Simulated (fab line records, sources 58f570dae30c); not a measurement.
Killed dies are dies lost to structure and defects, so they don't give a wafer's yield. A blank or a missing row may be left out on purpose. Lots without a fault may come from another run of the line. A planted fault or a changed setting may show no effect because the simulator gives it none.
Which tool did it? | flow berkeley_cmos170 | 14 lots, 42 wafers sampled, at 2 steps of a route of 331

WHAT THE GAUGES READ, wafer by wafer
UCB170_FIELD_THK_MEAS_90.
lot  | measured    | on            | FIELD_OXIDE_LEFT_1_THK (nm)
L967 | day 4 13:49 | film_metro-02 | 430 442 424
L968 | day 5 04:49 | film_metro-02 | 431 435 437
L969 | day 5 04:49 | film_metro-04 | 448 448 443
L970 | day 5 13:45 | film_metro-02 | 432 427 441
L971 | day 6 00:49 | film_metro-02 | 437 441 438
L972 | day 6 00:49 | film_metro-04 | 441 430 439
L973 | day 6 00:50 | film_metro-03 | 445 444 447
L974 | day 6 11:16 | film_metro-03 | 446 448 457
L975 | day 6 21:19 | film_metro-02 | 436 421 417
L983 | day 8 08:10 | film_metro-02 | 430 438 430
L984 | day 8 14:28 | film_metro-03 | 433 426 430
L985 | day 8 14:28 | film_metro-04 | 450 432 439
L988 | day 9 16:47 | film_metro-03 | 448 443 447
L989 | day 9 17:10 | film_metro-04 | 430 433 426

WHICH TOOL RAN EACH LOT (tool, then ch and the chambers of the sampled wafers, then the start)
lot  | UCB170_NWELL_STRIP_15
L967 | plasma_asher-01 ch 0,1, day 2 06:50
L968 | plasma_asher-01 ch 0,1, day 2 16:40
L969 | plasma_asher-03 ch 0,1, day 2 18:20
L970 | plasma_asher-02 ch 0,1, day 3 01:15
L971 | plasma_asher-01 ch 0,1, day 3 07:40
L972 | plasma_asher-03 ch 0,1, day 3 12:40
L973 | plasma_asher-02 ch 0,1, day 3 18:15
L974 | plasma_asher-02 ch 0,1, day 4 00:59
L975 | plasma_asher-02 ch 0,1, day 4 06:16
L983 | plasma_asher-02 ch 0,1, day 5 14:43
L984 | plasma_asher-02 ch 0,1, day 5 18:51
L985 | plasma_asher-01 ch 0, day 5 23:01
L988 | plasma_asher-01 ch 0,1, day 6 16:17
L989 | plasma_asher-01 ch 0,1, day 6 23:34
- UCB170_NWELL_STRIP_15: strips in O2.

WHAT THE TOOLS THEMSELVES READ (means of the sampled wafers that have a number; where no wafer has one, the mark that the record gives instead)
UCB170_NWELL_STRIP_15.
lot  | tool            | chamber_pressure_mTorr (mTorr) | drypump_motor_current_A (A) | oes_product_au (a.u.) | strip_time_to_endpoint_s (s)
L967 | plasma_asher-01 | 3497                           | 5.3                         | 0.724                 | 17.96
L968 | plasma_asher-01 | 3499                           | 5.4                         | 0.719                 | 18.03
L969 | plasma_asher-03 | 3497                           | 5.7                         | 0.719                 | 18.15
L970 | plasma_asher-02 | 3502                           | 6.1                         | 0.720                 | 18.00
L971 | plasma_asher-01 | 3501                           | 5.3                         | 0.720                 | 18.01
L972 | plasma_asher-03 | 3497                           | 5.3                         | 0.723                 | 18.14
L973 | plasma_asher-02 | 3503                           | 6.1                         | 0.721                 | 17.98
L974 | plasma_asher-02 | 3501                           | 6.1                         | 0.717                 | 17.97
L975 | plasma_asher-02 | 3500                           | 6.0                         | 0.726                 | 18.02
L983 | plasma_asher-02 | 3502                           | 6.0                         | 0.725                 | 18.00
L984 | plasma_asher-02 | 3499                           | 6.1                         | 0.723                 | 18.08
L985 | plasma_asher-01 | 3500                           | 5.0                         | 0.725                 | 18.17
L988 | plasma_asher-01 | 3502                           | 5.2                         | 0.722                 | 18.02
L989 | plasma_asher-01 | 3500                           | 5.4                         | 0.720                 | 17.93

THE ANSWER, worked out from the rows above alone
Rule: what is usual is taken from the lots themselves. Put in order of their means at a reading, lots are off if they are a third of the lots or fewer, leave a main group of 4 or more, and stand apart from it by a gap of 3 or more times the standard deviation of the main group's means; of several such gaps the widest counts. A main group whose means are all the same, to the digits that the tables above print for the reading, isn't used. A lot without any number at a reading at which 4 lots or more have one is off too. The other lots that the step has rows for count as sound. The gauges are gone through in route order, then the tools' own readings, and for those a lot's mean is taken as printed above. The first step at which some lot is off is used, and at that step the reading that is off furthest; a lot without a number counts as furthest.
No lot is off at any reading shown: from this, nothing can be told.

WHAT THE SIMULATOR HAD PUT IN
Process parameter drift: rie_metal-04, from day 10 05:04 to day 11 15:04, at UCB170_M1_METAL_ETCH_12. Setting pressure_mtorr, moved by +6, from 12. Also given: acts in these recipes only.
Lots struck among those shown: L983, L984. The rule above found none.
